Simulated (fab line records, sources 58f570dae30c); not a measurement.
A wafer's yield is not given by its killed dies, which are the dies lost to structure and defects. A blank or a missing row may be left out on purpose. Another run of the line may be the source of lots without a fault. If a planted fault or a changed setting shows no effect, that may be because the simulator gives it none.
Which tool is to blame?	flow berkeley-cmos170	14 lots, 42 wafers sampled, at 6 steps of a route of 331

WHAT THE GAUGES SHOWED, per wafer
UCB170_SILICIDE_THK_MEAS_03: measures by xrf.
lot	measured	on	SILICIDE_TI_THK (nm)
L972	day 8 10:56	film-metro-02	29.67 29.60 29.56
L975	day 9 02:32	film-metro-01	29.35 29.47 29.42
L973	day 9 02:58	film-metro-02	29.90 29.74 29.97
L974	day 9 03:10	film-metro-02	29.39 29.19 29.58
L976	day 9 17:22	film-metro-01	29.87 30.06 29.89
L979	day 10 02:40	film-metro-01	29.68 29.66 29.60
L978	day 10 03:13	film-metro-01	30.17 29.99 30.06
L981	day 10 12:29	film-metro-01	29.70 29.32 29.24
L984	day 11 05:16	film-metro-01	29.98 30.30 30.04
L985	day 11 16:01	film-metro-03	29.30 29.66 29.51
L988	day 11 16:11	film-metro-01	29.80 29.89 29.81
L989	day 12 07:10	film-metro-01	30.05 30.11 29.83
L990	day 12 07:40	film-metro-01	29.50 29.71 29.38
L991	day 12 07:59	film-metro-03	29.72 29.38 29.47

UCB170_M1_CD_MEAS_09: the cd target is 700 nm.
lot	measured	on	cd-nm (nm)
L972	day 8 18:28	cd-sem-01	702.9 703.6 702.4
L975	day 9 11:02	cd-sem-01	699.8 699.5 699.3
L973	day 9 10:51	cd-sem-01	699.3 699.5 700.1
L974	day 9 11:31	cd-sem-01	698.3 697.7 697.3
L976	day 10 02:53	cd-sem-02	699.5 699.1 699.6
L979	day 10 09:24	cd-sem-01	699.3 696.7 697.5
L978	day 10 11:58	cd-sem-01	698.3 699.7 700.2
L981	day 10 18:54	cd-sem-02	701.4 699.9 699.4
L984	day 11 13:10	cd-sem-02	700.2 699.3 698.9
L985	day 11 23:56	cd-sem-01	701.5 699.5 701.4
L988	day 11 23:39	cd-sem-01	698.7 700.1 698.9
L989	day 12 14:48	cd-sem-02	699.3 698.9 699.2
L990	day 12 17:20	cd-sem-01	698.0 697.4 698.8
L991	day 12 17:04	cd-sem-01	700.1 698.3 699.8

UCB170_M2_RS_MEAS_02: measures by four-point-probe.
lot	measured	on	M2_AL_RS (ohm/sq)
L972	day 8 22:57	film-metro-03	0.0329 0.0327 0.0332
L975	day 9 16:43	film-metro-01	0.0328 0.0326 0.0328
L973	day 9 16:10	film-metro-03	0.0333 0.0330 0.0328
L974	day 9 16:58	film-metro-03	0.0328 0.0327 0.0330
L976	day 10 07:29	film-metro-03	0.0333 0.0334 0.0330
L979	day 10 13:57	film-metro-02	0.0333 0.0332 0.0335
L978	day 10 16:47	film-metro-03	0.0324 0.0323 0.0324
L981	day 10 23:43	film-metro-02	0.0334 0.0331 0.0332
L984	day 11 17:44	film-metro-03	0.0330 0.0398 0.0328
L985	day 12 06:23	film-metro-03	0.0405 0.0331 0.0332
L988	day 12 04:17	film-metro-01	0.0328 0.0323 0.0324
L989	day 12 20:35	film-metro-03	0.0330 0.0331 0.0328
L990	day 12 22:22	film-metro-01	0.0326 0.0327 0.0325
L991	day 12 22:04	film-metro-01	0.0325 0.0327 0.0325

UCB170_M2_THK_MEAS_03: measures by xrf.
lot	measured	on	M2_AL_THK (nm)
L972	day 8 23:04	film-metro-03	871 876 862
L975	day 9 16:50	film-metro-01	868 867 860
L973	day 9 16:16	film-metro-03	861 868 867
L974	day 9 17:05	film-metro-03	872 875 870
L976	day 10 07:36	film-metro-03	855 853 867
L979	day 10 14:04	film-metro-02	863 866 856
L978	day 10 16:53	film-metro-03	881 888 878
L981	day 10 23:50	film-metro-02	858 867 857
L984	day 11 17:50	film-metro-03	866 749 872
L985	day 12 06:30	film-metro-03	736 862 864
L988	day 12 04:24	film-metro-01	872 884 880
L989	day 12 20:42	film-metro-03	868 867 875
L990	day 12 22:28	film-metro-01	879 872 881
L991	day 12 22:10	film-metro-01	879 878 882

EACH LOT AND THE TOOL THAT RAN IT (in order: tool; ch and the chambers of the sampled wafers; start)
lot	UCB170_CONTACT_ETCH_17	UCB170_M2_SPUTTER_01
L972	rie-diel-02 ch 1,2, day 8 16:17	pvd-sputter-01, day 8 22:51
L975	rie-diel-02 ch 1,2,3, day 9 08:51	pvd-sputter-04, day 9 16:38
L973	rie-diel-01 ch 0,1, day 9 08:44	pvd-sputter-02, day 9 16:04
L974	rie-diel-04 ch 0,1, day 9 08:58	pvd-sputter-01, day 9 16:53
L976	rie-diel-04 ch 0,3, day 10 01:05	pvd-sputter-01, day 10 07:23
L979	rie-diel-02 ch 0,3, day 10 07:43	pvd-sputter-02, day 10 13:51
L978	rie-diel-01 ch 0,2, day 10 09:54	pvd-sputter-02, day 10 16:40
L981	rie-diel-01 ch 0,1, day 10 16:33	pvd-sputter-04, day 10 23:37
L984	rie-diel-02 ch 1,2,3, day 11 09:42	pvd-sputter-01, day 11 17:38
L985	rie-diel-01 ch 1,3, day 11 22:02	pvd-sputter-01, day 12 06:17
L988	rie-diel-02 ch 2,3, day 11 21:53	pvd-sputter-04, day 12 04:12
L989	rie-diel-04 ch 0,1,3, day 12 12:29	pvd-sputter-02, day 12 20:29
L990	rie-diel-02 ch 0,1,2, day 12 15:23	pvd-sputter-04, day 12 22:14
L991	rie-diel-04 ch 2,3, day 12 15:14	pvd-sputter-02, day 12 21:58
- UCB170_CONTACT_ETCH_17: etches BARC in N2/H2.
- UCB170_M2_SPUTTER_01: material Al, target thk 900 nm, time 120 s.

AS READ BY THE TOOLS THEMSELVES (means over the sampled wafers that have a number; for cases with no such wafer, the mark the record gives instead)
UCB170_CONTACT_ETCH_17.
lot	tool	drypump-motor-current-A (A)	oes-product-au (a.u.)	rf-fwd-power-W (W)	throttle-valve-pct (%)
L972	rie-diel-02	5.5	0.989	495.3	13.29
L975	rie-diel-02	5.7	0.991	495.8	13.21
L973	rie-diel-01	5.9	1.010	496.0	13.14
L974	rie-diel-04	5.1	0.985	496.1	13.23
L976	rie-diel-04	5.4	1.006	495.6	13.39
L979	rie-diel-02	5.8	0.985	497.1	13.19
L978	rie-diel-01	5.6	1.000	496.4	13.39
L981	rie-diel-01	5.9	1.001	497.3	13.15
L984	rie-diel-02	5.6	0.983	495.2	13.22
L985	rie-diel-01	5.5	1.001	497.2	13.22
L988	rie-diel-02	5.8	0.984	493.3	13.13
L989	rie-diel-04	5.2	0.993	495.4	13.25
L990	rie-diel-02	5.5	0.997	494.4	13.29
L991	rie-diel-04	5.3	1.003	494.3	13.47

UCB170_M2_SPUTTER_01.
lot	tool	throttle-valve-pct (%)
L972	pvd-sputter-01	28.8
L975	pvd-sputter-04	30.5
L973	pvd-sputter-02	29.1
L974	pvd-sputter-01	29.6
L976	pvd-sputter-01	29.6
L979	pvd-sputter-02	29.8
L978	pvd-sputter-02	30.0
L981	pvd-sputter-04	30.4
L984	pvd-sputter-01	29.9
L985	pvd-sputter-01	29.6
L988	pvd-sputter-04	29.8
L989	pvd-sputter-02	30.0
L990	pvd-sputter-04	30.1
L991	pvd-sputter-02	29.7

THE ANSWER, worked out from the rows above alone
Rule: the usual values come from the lots themselves. Put in order of their means at a reading, lots are off if they are a third of the lots or fewer, leave a main group of 4 or more, and stand apart from it by a gap of 3 or more times the standard deviation of the main group's means; of several such gaps the widest counts. Not used: any main group whose means are identical at the precision the tables above print for the reading. Also off: a lot with no number at a reading for which 4 or more lots have one. Any other lot the step has rows for is counted as sound. After the gauges, taken in route order, come the tools' own readings; for these a lot's mean is taken, as printed above. At the first step where some lot is off, the reading lying furthest off is the one used; lots without a number count as furthest.
Off: L984, L985, seen at UCB170_M2_RS_MEAS_02 (M2_AL_RS). Main group: mean 0.0329 ohm/sq, sd 0.0003.
If a tool, at a process step before that reading, ran all the lots that are off and no sound lot after the first of them, it fits. The gauges at UCB170_M2_RS_MEAS_02 are tried like those tools. One fits: pvd-sputter-01 at UCB170_M2_SPUTTER_01. A fault onset in the window from L976 (day 10 07:23, its last sound lot) to L984 (day 11 17:38, its first lot off) fits.

WHAT HAD BEEN PUT IN BY THE SIMULATOR
Site profile drift: pvd-sputter-01, from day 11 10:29 on, at UCB170_M2_SPUTTER_01. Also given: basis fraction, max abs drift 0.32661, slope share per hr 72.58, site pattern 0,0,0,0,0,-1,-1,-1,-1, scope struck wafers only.
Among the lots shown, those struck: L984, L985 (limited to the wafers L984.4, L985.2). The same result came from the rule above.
